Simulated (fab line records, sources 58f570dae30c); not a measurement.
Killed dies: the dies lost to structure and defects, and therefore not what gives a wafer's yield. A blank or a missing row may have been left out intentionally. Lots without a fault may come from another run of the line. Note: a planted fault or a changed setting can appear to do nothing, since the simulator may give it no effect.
What tool caused it? :: flow berkeley_cmos170 :: 15 lots, 45 wafers sampled, at 4 steps of a route of 331

## WHAT THE GAUGES SHOWED, per wafer
UCB170_NSD_CD_MEAS_06: the cd target is 1200 nm. Usual: 1199.8 nm for cd_nm, sd 1.4.
lot: L360
measured: day 8 07:53
on: cd_sem-02
cd_nm (nm): 1200.4 1201.0 1199.9
flag: 

lot: L363
measured: day 8 08:07
on: cd_sem-01
cd_nm (nm): 1201.5 1202.2 1201.8
flag: 

lot: L361
measured: day 8 08:22
on: cd_sem-02
cd_nm (nm): 1199.6 1199.4 1199.4
flag: 

lot: L362
measured: day 8 08:35
on: cd_sem-02
cd_nm (nm): 1198.3 1199.9 1200.2
flag: 

lot: L365
measured: day 8 12:39
on: cd_sem-02
cd_nm (nm): 1200.9 1202.6 1201.1
flag: 

lot: L368
measured: day 9 07:35
on: cd_sem-02
cd_nm (nm): 1197.2 1198.7 1197.7
flag: 

lot: L369
measured: day 9 07:59
on: cd_sem-02
cd_nm (nm): 1197.9 1197.6 1198.5
flag: 

lot: L371
measured: day 9 21:00
on: cd_sem-01
cd_nm (nm): 1201.6 1202.0 1201.7
flag: 

lot: L374
measured: day 10 13:29
on: cd_sem-02
cd_nm (nm): 1201.6 1201.2 1201.9
flag: 

lot: L373
measured: day 10 13:49
on: cd_sem-02
cd_nm (nm): 1197.1 1198.7 1197.2
flag: 

lot: L375
measured: day 10 14:02
on: cd_sem-02
cd_nm (nm): 1201.4 1201.3 1202.8
flag: 

lot: L376
measured: day 11 05:54
on: cd_sem-02
cd_nm (nm): 1201.1 1202.7 1201.7
flag: 

lot: L378
measured: day 11 16:20
on: cd_sem-02
cd_nm (nm): 1199.8 1200.3 1199.6
flag: 

lot: L379
measured: day 11 16:33
on: cd_sem-01
cd_nm (nm): 1199.0 1199.9 1198.3
flag: 

lot: L383
measured: day 12 08:48
on: cd_sem-02
cd_nm (nm): 1199.2 1200.8 1199.8
flag: 

UCB170_SILICIDE_RS_MEAS_02: the measuring method here is four-point-probe. Usual: SILICIDE_TI_RS typically reads 26.1 ohm/sq, with standard deviation 0.32.
lot: L360
measured: day 8 10:28
on: film_metro-04
SILICIDE_TI_RS (ohm/sq): 25.9 25.9 25.8
flag: 

lot: L363
measured: day 8 11:26
on: film_metro-02
SILICIDE_TI_RS (ohm/sq): 26.0 26.5 26.4
flag: 

lot: L361
measured: day 8 11:31
on: film_metro-04
SILICIDE_TI_RS (ohm/sq): 26.0 25.8 25.9
flag: 

lot: L362
measured: day 8 11:43
on: film_metro-02
SILICIDE_TI_RS (ohm/sq): 26.1 26.1 25.9
flag: 

lot: L365
measured: day 8 14:50
on: film_metro-04
SILICIDE_TI_RS (ohm/sq): 26.3 26.7 26.1
flag: 

lot: L368
measured: day 9 10:45
on: film_metro-02
SILICIDE_TI_RS (ohm/sq): 26.3 26.1 26.1
flag: 

lot: L369
measured: day 9 11:00
on: film_metro-02
SILICIDE_TI_RS (ohm/sq): 25.8 25.5 25.5
flag: 

lot: L371
measured: day 9 23:05
on: film_metro-04
SILICIDE_TI_RS (ohm/sq): 26.5 26.4 26.0
flag: 

lot: L374
measured: day 10 16:02
on: film_metro-03
SILICIDE_TI_RS (ohm/sq): 26.6 26.7 26.5
flag: 

lot: L373
measured: day 10 16:25
on: film_metro-03
SILICIDE_TI_RS (ohm/sq): 25.6 25.6 25.8
flag: 

lot: L375
measured: day 10 16:34
on: film_metro-02
SILICIDE_TI_RS (ohm/sq): 26.2 25.9 26.1
flag: 

lot: L376
measured: day 11 08:06
on: film_metro-03
SILICIDE_TI_RS (ohm/sq): 26.2 26.5 26.6
flag: 

lot: L378
measured: day 11 18:45
on: film_metro-03
SILICIDE_TI_RS (ohm/sq): 26.5 26.4 26.2
flag: 

lot: L379
measured: day 11 18:56
on: film_metro-04
SILICIDE_TI_RS (ohm/sq): 26.6 26.7 26.6
flag: 

lot: L383
measured: day 12 11:02
on: film_metro-03
SILICIDE_TI_RS (ohm/sq): 26.0 26.0 26.0
flag: 

UCB170_M1_OVL_MEAS_10. Usual: M1_OVL typically reads -2 nm, with standard deviation 5.
lot: L360
measured: day 8 18:17
on: overlay-02
M1_OVL (nm): -4 2 6
flag: 

lot: L363
measured: day 8 18:01
on: overlay-01
M1_OVL (nm): -5 1 -10
flag: 

lot: L361
measured: day 8 20:19
on: overlay-01
M1_OVL (nm): -1 8 0
flag: 

lot: L362
measured: day 8 20:38
on: overlay-02
M1_OVL (nm): -3 0 -3
flag: 

lot: L365
measured: day 8 21:28
on: overlay-02
M1_OVL (nm): -8 -9 -3
flag: 

lot: L374
measured: day 11 01:07
on: overlay-02
M1_OVL (nm): 1 -1 -1
flag: 

lot: L373
measured: day 11 00:17
on: overlay-02
M1_OVL (nm): -2 -6 -6
flag: 

lot: L375
measured: day 11 01:13
on: overlay-01
M1_OVL (nm): 4 -4 -4
flag: 

lot: L376
measured: day 11 15:38
on: overlay-01
M1_OVL (nm): 4 2 -4
flag: 

lot: L378
measured: day 12 03:46
on: overlay-02
M1_OVL (nm): 0 -6 1
flag: 

lot: L379
measured: day 12 04:26
on: overlay-01
M1_OVL (nm): -3 -4 4
flag: 

lot: L383
measured: day 12 21:30
on: overlay-02
M1_OVL (nm): -5 3 -3
flag: 

## EACH LOT AND THE TOOL THAT RAN IT (in order: tool; ch and the chambers of the sampled wafers; start)
lot: L360
UCB170_CONTACT_PEB_13: litho_track-02 ch 0, day 8 15:58

lot: L363
UCB170_CONTACT_PEB_13: litho_track-04 ch 0, day 8 15:20

lot: L361
UCB170_CONTACT_PEB_13: litho_track-01 ch 0, day 8 17:50

lot: L362
UCB170_CONTACT_PEB_13: litho_track-01 ch 0, day 8 18:08

lot: L365
UCB170_CONTACT_PEB_13: litho_track-04 ch 0, day 8 19:16

lot: L368
UCB170_CONTACT_PEB_13: litho_track-01, day 9 17:35

lot: L369
UCB170_CONTACT_PEB_13: litho_track-04, day 9 17:45

lot: L371
UCB170_CONTACT_PEB_13: litho_track-04, day 10 04:43

lot: L374
UCB170_CONTACT_PEB_13: litho_track-01 ch 0, day 10 22:13

lot: L373
UCB170_CONTACT_PEB_13: litho_track-01 ch 0, day 10 21:59

lot: L375
UCB170_CONTACT_PEB_13: litho_track-04 ch 0, day 10 22:34

lot: L376
UCB170_CONTACT_PEB_13: litho_track-02 ch 0, day 11 12:43

lot: L378
UCB170_CONTACT_PEB_13: litho_track-01 ch 0, day 12 01:18

lot: L379
UCB170_CONTACT_PEB_13: litho_track-04 ch 0, day 12 01:59

lot: L383
UCB170_CONTACT_PEB_13: litho_track-01 ch 0, day 12 18:34
- UCB170_CONTACT_PEB_13

## WHAT THE TOOLS THEMSELVES READ (means of the sampled wafers that have a number; where no wafer has one, the mark that the record gives instead)
UCB170_CONTACT_PEB_13. Usual: chill_plate_temp_C 23.03 C, standard deviation 0.11; exhaust_pa 45.2 Pa, standard deviation 0.92.
lot: L360
tool: litho_track-02
chill_plate_temp_C (C): 22.93
exhaust_pa (Pa): 44.6
flag: 

lot: L363
tool: litho_track-04
chill_plate_temp_C (C): 23.17
exhaust_pa (Pa): 45.4
flag: 

lot: L361
tool: litho_track-01
chill_plate_temp_C (C): 23.27
exhaust_pa (Pa): 45.6
flag: 

lot: L362
tool: litho_track-01
chill_plate_temp_C (C): 22.94
exhaust_pa (Pa): 44.4
flag: 

lot: L365
tool: litho_track-04
chill_plate_temp_C (C): 22.97
exhaust_pa (Pa): 45.4
flag: 

lot: L368
tool: litho_track-01
chill_plate_temp_C (C): -
exhaust_pa (Pa): -
flag: OFF

lot: L369
tool: litho_track-04
chill_plate_temp_C (C): -
exhaust_pa (Pa): -
flag: OFF

lot: L371
tool: litho_track-04
chill_plate_temp_C (C): -
exhaust_pa (Pa): -
flag: OFF

lot: L374
tool: litho_track-01
chill_plate_temp_C (C): 23.00
exhaust_pa (Pa): 46.0
flag: 

lot: L373
tool: litho_track-01
chill_plate_temp_C (C): 23.09
exhaust_pa (Pa): 45.0
flag: 

lot: L375
tool: litho_track-04
chill_plate_temp_C (C): 23.08
exhaust_pa (Pa): 46.0
flag: 

lot: L376
tool: litho_track-02
chill_plate_temp_C (C): 23.00
exhaust_pa (Pa): 45.0
flag: 

lot: L378
tool: litho_track-01
chill_plate_temp_C (C): 23.12
exhaust_pa (Pa): 45.3
flag: 

lot: L379
tool: litho_track-04
chill_plate_temp_C (C): 22.92
exhaust_pa (Pa): 46.2
flag: 

lot: L383
tool: litho_track-01
chill_plate_temp_C (C): 23.07
exhaust_pa (Pa): 44.5
flag: 

## THE ANSWER, worked out from the rows above alone
Rule: a lot counts as off when the mean over its wafers that have a number is more than 3 standard deviations away from the usual mean. Also off: a lot with no number at a reading for which 4 or more lots have one. Any other lot the step has rows for is counted as sound. First the gauges in route order, then the tools' own readings, where a lot's mean is used as printed above. At the first step where some lot is off, the reading lying furthest off is the one used; lots without a number count as furthest.
Off at UCB170_CONTACT_PEB_13 (chill_plate_temp_C): L368, L369, L371. Without a number there: L368, L369, L371.
If a tool, at that step or one of the process steps before it, ran each lot that is off and ran no sound lot following the first of them, it fits. Not one of the candidates tried fits.

## WHAT THE SIMULATOR HAD PUT IN
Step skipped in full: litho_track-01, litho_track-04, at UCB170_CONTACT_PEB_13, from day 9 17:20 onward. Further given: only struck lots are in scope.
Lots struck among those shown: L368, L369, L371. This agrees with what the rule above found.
